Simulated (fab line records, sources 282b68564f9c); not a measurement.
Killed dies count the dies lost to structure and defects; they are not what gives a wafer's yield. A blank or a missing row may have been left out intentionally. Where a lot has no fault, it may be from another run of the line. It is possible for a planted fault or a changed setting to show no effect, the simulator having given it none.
fab line records -- flow rit_cmos
record: lots: 7, wafers: 21, last_day: 7
route steps=202 shown FOX2@24 NWELL@28 PWELL@39 WELLDRIVE@50 M1@202
lots that met no fault: from a run of the same line without faults
start_h: hours from the record's first day to the start of the lot's first wafer shown -- wait_h: time in hours since the lot's previous step -- " as in the row above -- L1.1+2: several wafers, shown together as one row -- - no value, or no start given -- * or withheld: withheld -- < > ~ a bound
route shown NAME@n: names a module that has steps shown in the file, with the first one's number in the route -- usual: the fault-free wafers' mean and standard deviation -- same: alike in all rows -- chamber/n: place in a boat -- sites: readings site by site -- _std_site: standard deviation of those values -- _edge_site: inner sites' mean taken away from outer sites' mean -- radius_mm: for every site, how far away it sits from the centre of the wafer -- mask NAME#n: copy n -- behind: tool/chamber where the wafer was last shaped -- hold: why the lot went on hold/how many hours it stayed there/how the hold came to an end -- device: names the non-switching transistor (n, p or np) -- end of line: the same wafers' tests at the end of the route -- a step with no rows: only its recipe -- killed: at the first sort, the dies lost to defects and structure; wafer yield is something else -- map: shows each die of a wafer: x if killed, . if not, _ if none is there
set.NAME: the setting that was run; set.NAME@STEP: the one run at that earlier step -- model.NAME: the simulator's own value behind a step, which no gauge read
lots at some steps of the route; a table a step, a row a wafer
services: from which hour (start_h, from the record's first day; less than 0 if before it) a tool's chamber was out of use, for how many hours, and why
== steps ==
step: RIT_FOX2_THK_MEAS_01
recipe: reads: SiO2_of_FOX2_OXIDATION_00
usual: FOX2_OXIDE_THK: 350/6.4
lot.wafer,tool,chamber,start_h,wait_h,FOX2_OXIDE_THK[nm]
L725.1,film_metro-04,-,55.48,0.0,354
L725.2,film_metro-04,-,55.48,0.0,353
L725.3,film_metro-04,-,55.48,0.0,348
L724.2,film_metro-01,-,55.49,0.0,350
L724.3,film_metro-01,-,55.49,0.0,345
L724.5,film_metro-01,-,55.49,0.0,355
L734.1,film_metro-01,-,94.74,0.0,361
L734.2,film_metro-01,-,94.74,0.0,359
L734.6,film_metro-01,-,94.74,0.0,358
L733.2,film_metro-04,-,94.75,0.0,351
L733.3,film_metro-04,-,94.75,0.0,359
L733.4,film_metro-04,-,94.75,0.0,350
L737.2,film_metro-03,-,110.24,0.0,338
L737.3,film_metro-03,-,110.24,0.0,348
L737.5,film_metro-03,-,110.24,0.0,345
L740.1,film_metro-01,-,124.11,0.0,346
L740.2,film_metro-01,-,124.11,0.0,350
L740.3,film_metro-01,-,124.11,0.0,351
L743.4,film_metro-01,-,137.44,0.0,348
L743.5,film_metro-01,-,137.44,0.0,346
L743.6,film_metro-01,-,137.44,0.0,348
step: RIT_FOX2_CLEAN_02
recipe: chemistry: dHF, dilution: 50:1, time_s: 180
step: RIT_FOX2_WET_ETCH_03
recipe: chemistry: H3PO4, target: Si3N4, target_depth_nm: 195, temp_c: 165, time_s: 2700
step: RIT_FOX2_THK_MEAS_90
recipe: reads: SiO2_of_FOX2_OXIDATION_00
usual: FIELD_OXIDE_LEFT_1_THK: 323/6.4
lot.wafer,tool,chamber,start_h,wait_h,FIELD_OXIDE_LEFT_1_THK[nm]
L725.1,film_metro-04,-,56.36,0.0,327
L725.2,film_metro-04,-,56.36,0.0,326
L725.3,film_metro-04,-,56.36,0.0,321
L724.2,film_metro-03,-,56.37,0.0,323
L724.3,film_metro-03,-,56.37,0.0,317
L724.5,film_metro-03,-,56.37,0.0,327
L734.1,film_metro-04,-,95.62,0.0,334
L734.2,film_metro-04,-,95.62,0.0,331
L734.6,film_metro-04,-,95.62,0.0,331
L733.2,film_metro-03,-,95.63,0.0,324
L733.3,film_metro-03,-,95.63,0.0,332
L733.4,film_metro-03,-,95.63,0.0,323
L737.2,film_metro-03,-,111.12,0.0,310
L737.3,film_metro-03,-,111.12,0.0,321
L737.5,film_metro-03,-,111.12,0.0,317
L740.1,film_metro-04,-,125.06,0.0,318
L740.2,film_metro-04,-,125.06,0.0,322
L740.3,film_metro-04,-,125.06,0.0,323
L743.4,film_metro-03,-,138.39,0.0,321
L743.5,film_metro-03,-,138.39,0.0,319
L743.6,film_metro-03,-,138.39,0.0,321
step: RIT_NWELL_HMDS_00
recipe: prime_time_s: 60, prime_temp_c: 140
step: RIT_NWELL_COAT_01
recipe: resist: NOVOLAK, spin_rpm: 2000, resist_thk_nm: 1300
step: RIT_NWELL_SOFTBAKE_02
recipe: resist: NOVOLAK, temp_c: 90, time_s: 60
step: RIT_NWELL_EXPOSE_03
recipe: mask_id: M2, na: 0.57, target_cd_nm: 43900, dose_mj: 250
step: RIT_NWELL_PEB_04
recipe: resist: NOVOLAK, temp_c: withheld, time_s: withheld
step: RIT_NWELL_DEVELOP_05
recipe: resist: NOVOLAK, develop_time_s: 68, dev_temp_c: 23
step: RIT_NWELL_OVL_MEAS_06
usual: NWELL_OVL: -0.1/1.2
lot.wafer,tool,chamber,start_h,wait_h,NWELL_OVL[nm]
L724.2,overlay-01,-,57.30,-,2.0
L724.3,overlay-01,-,57.30,-,0.7
L724.5,overlay-01,-,57.30,-,2.2
L725.1,overlay-02,-,57.61,-,1.6
L725.2,overlay-02,-,57.61,-,-0.4
L725.3,overlay-02,-,57.61,-,1.4
L733.2,overlay-02,-,96.69,-,1.4
L733.3,overlay-02,-,96.69,-,3.1
L733.4,overlay-02,-,96.69,-,2.2
L734.1,overlay-01,-,96.88,-,-0.7
L734.2,overlay-01,-,96.88,-,-0.7
L734.6,overlay-01,-,96.88,-,0.1
L737.2,overlay-01,-,112.06,-,-0.6
L737.3,overlay-01,-,112.06,-,-0.5
L737.5,overlay-01,-,112.06,-,-1.1
L740.1,overlay-01,-,126.12,-,-0.2
L740.2,overlay-01,-,126.12,-,1.6
L740.3,overlay-01,-,126.12,-,0.0
L743.4,overlay-01,-,139.63,-,0.0
L743.5,overlay-01,-,139.63,-,-1.3
L743.6,overlay-01,-,139.63,-,-1.1
step: RIT_NWELL_HARDBAKE_07
recipe: resist: NOVOLAK, temp_c: 140, time_s: 120
step: RIT_NWELL_IMPLANT_08
recipe: species: P, energy_kev: 170, dose_cm2: 5e+13, tilt_deg: 7
usual: beam_on_s: 10.01/0.19, faraday_current_uA: 158/3
lot.wafer,tool,chamber,start_h,wait_h,beam_on_s,faraday_current_uA
L724.2,implanter-02,0,57.61,0.2,9.90,160
L724.3,implanter-02,0,57.61,0.2,9.98,159
L724.5,implanter-02,0,57.61,0.2,10.11,157
L725.1,implanter-04,0,57.89,0.2,9.78,162
L725.2,implanter-04,0,57.89,0.2,9.89,160
L725.3,implanter-04,0,57.89,0.2,10.19,154
L733.2,implanter-03,0,97.15,0.2,9.93,160
L733.3,implanter-03,0,97.15,0.2,9.93,160
L733.4,implanter-03,0,97.15,0.2,10.16,157
L734.1,implanter-02,0,97.38,0.2,7.86,202
L734.2,implanter-02,0,97.38,0.2,7.62,209
L734.6,implanter-02,0,97.38,0.2,8.13,196
L737.2,implanter-02,0,112.61,0.2,8.03,198
L737.3,implanter-02,0,112.61,0.2,8.09,196
L737.5,implanter-02,0,112.61,0.2,7.83,202
L740.1,implanter-02,0,126.41,0.2,8.05,197
L740.2,implanter-02,0,126.41,0.2,8.03,196
L740.3,implanter-02,0,126.41,0.2,8.06,196
L743.4,implanter-04,0,140.09,0.2,10.08,157
L743.5,implanter-04,0,140.09,0.2,9.91,160
L743.6,implanter-04,0,140.09,0.2,9.96,160
step: RIT_NWELL_STRIP_09
recipe: chemistry: O2, time_s: 180, resist: NOVOLAK, platen_temp_c: withheld, power_w: 500, pressure_mtorr: 4000, o2_flow_sccm: 4000
usual: drypump_motor_current_A: 5.5/0.34
lot.wafer,tool,chamber,start_h,wait_h,drypump_motor_current_A,rf_hours_counter_h
L724.2,plasma_asher-03,1,57.73,0.1,5.5,34
L724.3,plasma_asher-03,1,57.73,0.1,5.6,-
L724.5,plasma_asher-03,0,57.73,0.1,5.7,-
L725.1,plasma_asher-04,1,58.04,0.1,5.7,41
L725.2,plasma_asher-04,0,58.04,0.1,5.4,41
L725.3,plasma_asher-04,1,58.04,0.1,5.7,-
L733.2,plasma_asher-01,1,97.28,0.1,5.0,30
L733.3,plasma_asher-01,1,97.28,0.1,5.0,-
L733.4,plasma_asher-01,0,97.28,0.1,6.0,-
L734.1,plasma_asher-03,1,97.53,0.1,5.6,37
L734.2,plasma_asher-03,0,97.53,0.1,5.7,37
L734.6,plasma_asher-03,1,97.53,0.1,5.6,-
L737.2,plasma_asher-04,1,112.73,0.1,5.7,47
L737.3,plasma_asher-04,1,112.73,0.1,5.7,-
L737.5,plasma_asher-04,1,112.73,0.1,5.7,-
L740.1,plasma_asher-01,1,126.56,0.1,5.0,33
L740.2,plasma_asher-01,0,126.56,0.1,5.9,33
L740.3,plasma_asher-01,1,126.56,0.1,5.0,-
L743.4,plasma_asher-01,0,140.22,0.1,6.0,-
L743.5,plasma_asher-01,0,140.22,0.1,6.0,-
L743.6,plasma_asher-01,1,140.22,0.1,5.0,-
step: RIT_NWELL_TW_MEAS_10
usual: NWELL_TW: 2146/23
lot.wafer,tool,chamber,start_h,wait_h,NWELL_TW
L724.2,film_metro-02,-,57.92,0.1,2150
L724.3,film_metro-02,-,57.92,0.1,2153
L724.5,film_metro-02,-,57.92,0.1,2164
L725.1,film_metro-01,-,58.22,0.1,2184
L725.2,film_metro-01,-,58.22,0.1,2172
L725.3,film_metro-01,-,58.22,0.1,2177
L733.2,film_metro-04,-,97.46,0.1,2135
L733.3,film_metro-04,-,97.46,0.1,2142
L733.4,film_metro-04,-,97.46,0.1,2138
L734.1,film_metro-01,-,97.70,0.1,2031
L734.2,film_metro-01,-,97.70,0.1,2031
L734.6,film_metro-01,-,97.70,0.1,2030
L737.2,film_metro-02,-,112.92,0.1,2002
L737.3,film_metro-02,-,112.92,0.1,1992
L737.5,film_metro-02,-,112.92,0.1,1995
L740.1,film_metro-04,-,126.74,0.1,1983
L740.2,film_metro-04,-,126.74,0.1,1970
L740.3,film_metro-04,-,126.74,0.1,1969
L743.4,film_metro-01,-,140.37,0.1,2181
L743.5,film_metro-01,-,140.37,0.1,2162
L743.6,film_metro-01,-,140.37,0.1,2176
step: RIT_PWELL_HMDS_00
recipe: prime_time_s: 60, prime_temp_c: 140
step: RIT_PWELL_COAT_01
recipe: resist: NOVOLAK, spin_rpm: 2000, resist_thk_nm: 1300
step: RIT_PWELL_SOFTBAKE_02
recipe: resist: NOVOLAK, temp_c: 90, time_s: 60
step: RIT_PWELL_EXPOSE_03
recipe: mask_id: M3, na: 0.57, target_cd_nm: 43700, dose_mj: 250
step: RIT_PWELL_PEB_04
recipe: resist: NOVOLAK, temp_c: withheld, time_s: withheld
step: RIT_PWELL_DEVELOP_05
recipe: resist: NOVOLAK, develop_time_s: 68, dev_temp_c: 23
step: RIT_PWELL_OVL_MEAS_06
usual: PWELL_OVL: 1.1/1.4
lot.wafer,tool,chamber,start_h,wait_h,PWELL_OVL[nm]
L724.2,overlay-01,-,59.05,-,1.5
L724.3,overlay-01,-,59.05,-,1.1
L724.5,overlay-01,-,59.05,-,0.3
L725.1,overlay-02,-,59.36,-,-0.2
L725.2,overlay-02,-,59.36,-,0.1
L725.3,overlay-02,-,59.36,-,2.1
L733.2,overlay-01,-,99.06,-,1.2
L733.3,overlay-01,-,99.06,-,1.5
L733.4,overlay-01,-,99.06,-,1.0
L734.1,overlay-01,-,99.37,-,2.0
L734.2,overlay-01,-,99.37,-,-1.2
L734.6,overlay-01,-,99.37,-,1.5
L737.2,overlay-01,-,113.85,-,3.3
L737.3,overlay-01,-,113.85,-,1.9
L737.5,overlay-01,-,113.85,-,1.5
L740.1,overlay-01,-,127.80,-,2.3
L740.2,overlay-01,-,127.80,-,2.8
L740.3,overlay-01,-,127.80,-,2.1
L743.4,overlay-01,-,141.40,-,1.8
L743.5,overlay-01,-,141.40,-,0.2
L743.6,overlay-01,-,141.40,-,0.9
step: RIT_PWELL_HARDBAKE_07
recipe: resist: NOVOLAK, temp_c: 140, time_s: 120
step: RIT_PWELL_IMPLANT_08
recipe: species: B, energy_kev: 170, dose_cm2: 7e+13, tilt_deg: 7
step: RIT_PWELL_STRIP_09
recipe: chemistry: O2, time_s: 180, resist: NOVOLAK, platen_temp_c: withheld, power_w: 500, pressure_mtorr: 4000, o2_flow_sccm: 4000
usual: drypump_motor_current_A: 5.6/0.46
lot.wafer,tool,chamber,start_h,wait_h,drypump_motor_current_A,rf_hours_counter_h
L724.2,plasma_asher-01,0,59.62,0.1,6.0,27
L724.3,plasma_asher-01,0,59.62,0.1,6.0,-
L724.5,plasma_asher-01,0,59.62,0.1,6.0,-
L725.1,plasma_asher-02,0,59.79,0.1,5.5,43
L725.2,plasma_asher-02,1,59.79,0.1,6.5,43
L725.3,plasma_asher-02,1,59.79,0.1,6.5,-
L733.2,plasma_asher-02,0,99.98,0.1,5.5,46
L733.3,plasma_asher-02,1,99.98,0.1,6.5,-
L733.4,plasma_asher-02,0,99.98,0.1,5.5,-
L734.1,plasma_asher-01,1,100.20,0.1,5.0,31
L734.2,plasma_asher-01,0,100.20,0.1,6.0,31
L734.6,plasma_asher-01,1,100.20,0.1,5.0,-
L737.2,plasma_asher-04,1,114.28,0.1,5.8,47
L737.3,plasma_asher-04,1,114.28,0.1,5.7,-
L737.5,plasma_asher-04,1,114.28,0.1,5.7,-
L740.1,plasma_asher-02,0,128.24,0.1,5.5,1
L740.2,plasma_asher-02,1,128.24,0.1,6.5,1
L740.3,plasma_asher-02,0,128.24,0.1,5.5,-
L743.4,plasma_asher-04,1,141.88,0.1,5.7,-
L743.5,plasma_asher-04,0,141.88,0.1,5.4,-
L743.6,plasma_asher-04,1,141.88,0.1,5.7,-
step: RIT_PWELL_TW_MEAS_10
usual: PWELL_TW: 952/9
lot.wafer,tool,chamber,start_h,wait_h,PWELL_TW
L724.2,film_metro-02,-,59.81,0.1,959
L724.3,film_metro-02,-,59.81,0.1,953
L724.5,film_metro-02,-,59.81,0.1,952
L725.1,film_metro-01,-,59.97,0.1,968
L725.2,film_metro-01,-,59.97,0.1,969
L725.3,film_metro-01,-,59.97,0.1,963
L733.2,film_metro-04,-,100.16,0.1,951
L733.3,film_metro-04,-,100.16,0.1,950
L733.4,film_metro-04,-,100.16,0.1,943
L734.1,film_metro-04,-,100.38,0.1,951
L734.2,film_metro-04,-,100.38,0.1,953
L734.6,film_metro-04,-,100.38,0.1,950
L737.2,film_metro-02,-,114.52,0.2,953
L737.3,film_metro-02,-,114.52,0.2,952
L737.5,film_metro-02,-,114.52,0.2,952
L740.1,film_metro-04,-,128.41,0.1,945
L740.2,film_metro-04,-,128.41,0.1,944
L740.3,film_metro-04,-,128.41,0.1,942
L743.4,film_metro-01,-,142.02,0.1,961
L743.5,film_metro-01,-,142.02,0.1,961
L743.6,film_metro-01,-,142.02,0.1,961
step: RIT_WELLDRIVE_ANNEAL_00
recipe: temp_c: 1100, time_s: 14700, ambient: N2
step: RIT_WELLDRIVE_RS_MEAS_01
recipe: thk_meas_gauge: four-point-probe
usual: NWELL_RS: 275.5/0.74
lot.wafer,tool,chamber,start_h,wait_h,NWELL_RS[ohm/sq]
L725.1,film_metro-02,-,65.65,0.0,276.8
L725.2,film_metro-02,-,65.65,0.0,276.0
L725.3,film_metro-02,-,65.65,0.0,275.3
L724.2,film_metro-01,-,65.67,0.0,276.0
L724.3,film_metro-01,-,65.67,0.0,275.4
L724.5,film_metro-01,-,65.67,0.0,275.7
L734.1,film_metro-02,-,106.56,0.0,316.1
L734.2,film_metro-02,-,106.56,0.0,315.6
L734.6,film_metro-02,-,106.56,0.0,316.8
L733.2,film_metro-04,-,106.58,0.0,275.2
L733.3,film_metro-04,-,106.58,0.0,275.9
L733.4,film_metro-04,-,106.58,0.0,276.1
L737.2,film_metro-04,-,120.45,0.0,315.8
L737.3,film_metro-04,-,120.45,0.0,316.1
L737.5,film_metro-04,-,120.45,0.0,316.5
L740.1,film_metro-04,-,135.29,0.0,314.7
L740.2,film_metro-04,-,135.29,0.0,315.3
L740.3,film_metro-04,-,135.29,0.0,315.3
L743.4,film_metro-01,-,148.44,0.1,274.1
L743.5,film_metro-01,-,148.44,0.1,274.6
L743.6,film_metro-01,-,148.44,0.1,273.3
step: RIT_WELLDRIVE_RS_MEAS_02
recipe: thk_meas_gauge: four-point-probe
usual: PWELL_RS: 429.3/1.4
lot.wafer,tool,chamber,start_h,wait_h,PWELL_RS[ohm/sq]
L725.1,film_metro-02,-,65.77,0.1,428.1
L725.2,film_metro-02,-,65.77,0.1,429.2
L725.3,film_metro-02,-,65.77,0.1,428.3
L724.2,film_metro-01,-,65.79,0.1,427.8
L724.3,film_metro-01,-,65.79,0.1,428.5
L724.5,film_metro-01,-,65.79,0.1,428.8
L734.1,film_metro-02,-,106.68,0.1,430.3
L734.2,film_metro-02,-,106.68,0.1,428.7
L734.6,film_metro-02,-,106.68,0.1,428.2
L733.2,film_metro-04,-,106.70,0.1,430.1
L733.3,film_metro-04,-,106.70,0.1,431.6
L733.4,film_metro-04,-,106.70,0.1,431.4
L737.2,film_metro-04,-,120.57,0.1,428.5
L737.3,film_metro-04,-,120.57,0.1,428.6
L737.5,film_metro-04,-,120.57,0.1,429.2
L740.1,film_metro-04,-,135.41,0.1,429.8
L740.2,film_metro-04,-,135.41,0.1,430.3
L740.3,film_metro-04,-,135.41,0.1,429.2
L743.4,film_metro-01,-,148.56,0.1,428.4
L743.5,film_metro-01,-,148.56,0.1,429.3
L743.6,film_metro-01,-,148.56,0.1,429.2
step: RIT_M1_PROBE_99
usual: killed_at_contacts: 0.1/0.25, killed_at_front_end: 7/3.1, killed_dies: 7/3.2, killed_open: 3.3/2, killed_short: 3.5/2
same: gross_dies: 264, killed_at_M0_to_M3: 0, killed_at_M4_up: 0, killed_at_back_side: 0, killed_at_other: 0
lot.wafer,tool,chamber,start_h,wait_h,killed_at_contacts,killed_at_front_end,killed_dies,killed_open,killed_short,model.etest.pmos_0p3.r_on_ohm_um,model.etest.nwell_pinched.rs_ohm_sq,model.etest.well_edge_right.line_ohm_um,model.etest.well_edge_left.line_ohm_um,model.etest.pmos_0p15.drive_ua_um,model.etest.pmos_0p3.drive_ua_um,model.etest.field_p_metal.vt_v,model.etest.field_p.vt_v
L724.2,prober-02,-,114.38,0.1,0,4,4,1,3,6222,336.7,181.7,183.6,264.2,102.8,-29.8,-12.85
L724.3,prober-02,-,114.43,0.2,0,9,9,5,4,6298,344.7,185.2,182,259.8,100.8,-29.54,-12.81
L724.5,prober-02,-,114.53,0.2,0,4,4,2,2,6350,344.5,184.2,181.8,256.8,101.2,-28.88,-12.8
L725.1,prober-02,-,128.26,0.1,0,5,5,3,2,6215,339.9,186.7,183.1,254.4,103.3,-29.24,-12.73
L725.2,prober-02,-,128.31,0.1,0,3,3,2,1,6247,342.1,184.2,182,248.3,102.9,-28.59,-12.8
L725.3,prober-02,-,128.36,0.2,0,6,6,4,2,6181,331,181.6,182.9,254.9,103.6,-29.99,-12.8
L734.1,prober-02,-,147.17,0.1,0,4,4,3,1,6117,390.2,212.5,214.6,263.5,106.3,-25.39,-11.27
L734.2,prober-02,-,147.22,0.1,0,4,4,1,3,5944,390.3,216,215.2,278.8,111.8,-25.26,-11.1
L734.6,prober-02,-,147.42,0.2,0,6,6,3,3,6030,385.1,215.9,214.8,264.1,107.2,-25.92,-11.09
L733.2,prober-01,-,148.72,0.1,0,11,11,5,6,6375,333.2,183.9,179.8,246.1,98.47,-30.2,-13.07
L733.3,prober-01,-,148.77,0.2,0,10,10,6,4,6267,334,180.9,181.7,250.9,101.9,-29.91,-13.05
L733.4,prober-01,-,148.82,0.2,0,14,14,9,5,6305,335.9,182.2,183.4,246.6,99.05,-30.5,-13.04
L737.2,prober-02,-,156.28,0.1,0,11,11,4,7,6169,390.3,215.7,213.8,271.2,105.1,-26.99,-11.38
L737.3,prober-02,-,156.33,0.2,0,8,8,3,5,6064,397.6,213,213.9,274.5,108.1,-26.47,-11.41
L737.5,prober-02,-,156.43,0.2,0,10,10,2,8,6073,390.1,211.5,218.4,278,107.5,-26.99,-11.42
L740.1,prober-01,-,167.34,0.1,0,13,13,9,4,6092,394.4,211.7,207.7,269.9,109.2,-29.25,-12.72
L740.2,prober-01,-,167.39,0.1,0,3,3,1,2,6056,385.1,214.2,211.6,274.8,108.8,-29.47,-12.63
L740.3,prober-01,-,167.44,0.2,0,10,10,3,7,6130,384.3,214.1,210.8,274.4,106.6,-29.58,-12.49
L743.4,prober-02,-,177.66,0.2,0,15,15,7,8,6165,336.1,181.8,182.4,265,103.6,-29,-12.36
L743.5,prober-02,-,177.71,0.2,0,16,16,7,9,6130,338.7,183.4,182.9,266.2,103.9,-28.88,-12.29
L743.6,prober-02,-,177.76,0.2,1,8,9,6,3,6257,343.2,180.9,180.8,256.5,102.6,-28.37,-12.34
killed by level:class
L724.2 SPACER:geometric_particle:short=2 REOX:geometric_particle:short=1 SPACER:geometric_particle:open=1
L724.3 GATE:geometric_particle:open=3 REOX:geometric_particle:open=2 FOX1:geometric_particle:short=1 GATE:geometric_particle:short=1 SILICIDE:geometric_particle:short=1 REOX:geometric_particle:short=1
L724.5 GATE:geometric_particle:short=1 GATE:geometric_particle:open=1 REOX:geometric_particle:open=1 SPACER:geometric_particle:short=1
L725.1 SPACER:geometric_particle:short=2 FOX1:geometric_particle:open=1 FOX2:geometric_particle:open=1 SPACER:geometric_particle:open=1
L725.2 SILICIDE:geometric_particle:open=2 GATE:geometric_particle:short=1
L725.3 FOX1:geometric_particle:open=2 FOX1:geometric_particle:short=2 GATE:geometric_particle:open=1 SILICIDE:geometric_particle:open=1
L734.1 GATE:geometric_particle:short=1 GATE:geometric_particle:open=1 REOX:geometric_particle:open=1 SILICIDE:geometric_particle:open=1
L734.2 FOX1:geometric_particle:short=2 FOX2:geometric_particle:open=1 GATE:geometric_particle:short=1
L734.6 FOX1:geometric_particle:open=1 GATE:geometric_particle:short=1 REOX:geometric_particle:short=1 REOX:geometric_particle:open=1 SPACER:geometric_particle:open=1 SPACER:geometric_particle:short=1
L733.2 GATE:geometric_particle:short=4 GATE:geometric_particle:open=3 FOX1:geometric_particle:open=1 FOX2:geometric_particle:short=1 REOX:geometric_particle:short=1 REOX:geometric_particle:open=1
L733.3 GATE:geometric_particle:short=4 GATE:geometric_particle:open=3 FOX1:geometric_particle:open=2 REOX:geometric_particle:open=1
L733.4 FOX1:geometric_particle:open=4 FOX1:geometric_particle:short=2 FOX2:geometric_particle:open=2 GATE:geometric_particle:open=2 FOX2:geometric_particle:short=1 GATE:geometric_particle:short=1 SILICIDE:geometric_particle:short=1 SILICIDE:geometric_particle:open=1
L737.2 GATE:geometric_particle:short=3 GATE:geometric_particle:open=2 REOX:geometric_particle:short=2 REOX:geometric_particle:open=2 FOX1:geometric_particle:short=1 FOX2:geometric_particle:short=1
L737.3 GATE:geometric_particle:short=3 FOX1:geometric_particle:short=1 FOX2:geometric_particle:open=1 GATE:geometric_particle:open=1 SPACER:geometric_particle:open=1 SPACER:geometric_particle:short=1
L737.5 GATE:geometric_particle:short=5 SILICIDE:geometric_particle:short=2 REOX:geometric_particle:open=1 REOX:geometric_particle:short=1 SILICIDE:geometric_particle:open=1
L740.1 GATE:geometric_particle:short=3 GATE:geometric_particle:open=3 SILICIDE:geometric_particle:open=3 FOX1:geometric_particle:open=2 SPACER:geometric_particle:open=1 SILICIDE:geometric_particle:short=1
L740.2 FOX1:geometric_particle:short=1 GATE:geometric_particle:open=1 SILICIDE:geometric_particle:short=1
L740.3 FOX1:geometric_particle:short=2 GATE:geometric_particle:open=2 GATE:geometric_particle:short=2 SPACER:geometric_particle:short=2 SILICIDE:geometric_particle:short=1 SILICIDE:geometric_particle:open=1
L743.4 GATE:geometric_particle:open=4 FOX2:geometric_particle:short=2 GATE:geometric_particle:short=2 SPACER:geometric_particle:open=2 SPACER:geometric_particle:short=2 FOX1:geometric_particle:short=1 REOX:geometric_particle:short=1 REOX:geometric_particle:open=1
L743.5 GATE:geometric_particle:short=4 FOX2:geometric_particle:open=2 GATE:geometric_particle:open=2 REOX:geometric_particle:open=2 REOX:geometric_particle:short=2 SPACER:geometric_particle:short=2 FOX1:geometric_particle:open=1 FOX2:geometric_particle:short=1
L743.6 GATE:geometric_particle:open=2 SPACER:geometric_particle:open=2 FOX1:geometric_particle:open=1 GATE:geometric_particle:short=1 SPACER:geometric_particle:short=1 SILICIDE:geometric_particle:open=1 CONTACT:geometric_particle:short=1
== services ==
tool,chamber,start_h,hours,kind
implanter-04,-,35.49,2.3,repair
implanter-04,-,46.20,6.6,repair
plasma_asher-03,-,67.92,3.8,repair
implanter-04,-,79.93,0.6,repair
plasma_asher-02,-,108.75,9.0,pm
plasma_asher-02,0,108.75,9.0,vent_cycle
plasma_asher-02,1,108.75,9.0,vent_cycle
plasma_asher-01,-,112.30,2.8,pm
plasma_asher-02,0,117.75,-,clean
plasma_asher-02,1,117.75,-,clean
plasma_asher-03,-,130.17,3.4,repair
== key ==
first_sign: step: RIT_NWELL_IMPLANT_08, reading: faraday_current_uA, direction: up, sigmas: 13, usual: 158, struck: 199
effect: step: RIT_NWELL_IMPLANT_08, reading: beam_on_s, direction: down, sigmas: 11, usual: 10.01, struck: 7.97
effect: step: RIT_NWELL_TW_MEAS_10, reading: NWELL_TW, direction: down, sigmas: 6.4, usual: 2146, struck: 2000
effect: step: RIT_WELLDRIVE_RS_MEAS_01, reading: NWELL_RS, direction: up, sigmas: 55, usual: 275.5, struck: 315.8
model_effect: step: RIT_M1_PROBE_99, value: etest.pmos_0p3.r_on_ohm_um, without: 6271, struck: 6075
met_at RIT_NWELL_IMPLANT_08
struck_wafers L734.1,L734.2,L734.6,L737.2,L737.3,L737.5,L740.1,L740.2,L740.3
tester_left_out L734,L737,L740
onset_between 57.61 97.38
fault: kind: process_parameter_drift, tool: implanter-02, chamber: -, onset_h: 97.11, steps: RIT_NWELL_IMPLANT_08, channel: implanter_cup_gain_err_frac, offset: 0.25, shape: step, end_h: 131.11
tester_left_out: of these lots the tester's yield and bins aren't shown, on N5 and GAA mostly nor the transistor test; their killed dies are dies lost to structure and defects alone, not to doping, threshold or leakage, so they don't give the yield
